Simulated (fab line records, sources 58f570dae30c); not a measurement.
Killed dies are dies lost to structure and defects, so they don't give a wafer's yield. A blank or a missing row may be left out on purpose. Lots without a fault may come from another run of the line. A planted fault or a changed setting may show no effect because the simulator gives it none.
One fault seen from 2 desks | flow berkeley_cmos170 | each desk has only its own numbers; what lay behind them comes last

THE TOOL OWNER'S DESK: rie_metal-03
The tool's own readings at UCB170_M3_METAL_ETCH_18 (etches Al in Cl2/BCl3, stops on SiO2, target depth 1170 nm, time 195 s): means of the sampled wafers that have a number, for each lot that ran on this tool. A lot is out of limits, marked OUT, if its mean lies more than 4 standard deviations from the usual mean; the brackets give that distance.
Columns: A = drypump_motor_current_A at UCB170_M3_METAL_ETCH_18, usual 5.6 A; B = oes_product_au at UCB170_M3_METAL_ETCH_18, usual 0.849 a.u.; C = rf_fwd_power_W at UCB170_M3_METAL_ETCH_18, usual 598.4 W; D = throttle_valve_pct at UCB170_M3_METAL_ETCH_18, usual 24.40 %
lot  | first seen here | A   | B     | C               | D
L536 | day 9 06:17     | 5.8 | 0.847 | 597.8           | 24.49
L538 | day 10 01:07    | 5.9 | 0.849 | 600.9           | 24.49
L542 | day 10 13:35    | 5.9 | 0.865 | 597.9           | 24.52
L541 | day 10 15:06    | 5.9 | 0.852 | 677.7 (+47) OUT | 24.50
L546 | day 12 03:04    | 5.8 | 0.853 | 677.2 (+46) OUT | 24.50
This desk's finding: out of limits on L541, L546; first on L541, day 10 15:06 (rf_fwd_power_W at UCB170_M3_METAL_ETCH_18). In limits: L536, L538, L542.

THE METROLOGY DESK
What the gauges read, lot by lot, whatever tool the lot ran on: means of the sampled wafers that have a number. A lot is out of limits, marked OUT, if its mean lies more than 4 standard deviations from the usual mean; the brackets give that distance.
Columns: A = cd_nm at UCB170_M3_CD_MEAS_90, usual 699 nm
lot  | first seen here | A
L532 | day 8 22:59     | 698
L533 | day 9 00:24     | 700
L535 | day 9 06:07     | 701
L536 | day 9 06:35     | 698
L534 | day 9 07:26     | 697
L538 | day 10 01:25    | 702
L542 | day 10 13:53    | 701
L541 | day 10 15:24    | 692
L547 | day 11 22:27    | 701
L546 | day 12 03:22    | 687
L550 | day 12 15:13    | 698
L549 | day 12 15:17    | 697
L555 | day 13 04:09    | 698
L552 | day 13 07:16    | 701
This desk's finding: nothing out of limits on any of the 14 lots.

PUT TOGETHER
The tool owner's desk could have raised an alarm at day 10 15:06, on L541, L546.
The metrology desk saw nothing out of limits.
The metrology desk has L541, L546 on record, within its limits.
Of the lots named, all ran UCB170_M3_METAL_ETCH_18 on rie_metal-03.

WHAT THE SIMULATOR HAD PUT IN
Process parameter drift: rie_metal-03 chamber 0, from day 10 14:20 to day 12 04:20, at UCB170_M3_METAL_ETCH_18. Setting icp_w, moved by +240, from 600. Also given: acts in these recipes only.
Lots struck among those shown: L541, L546.
Hours from the fault's start to each desk's first reading out of limits: the tool owner's desk, 1.
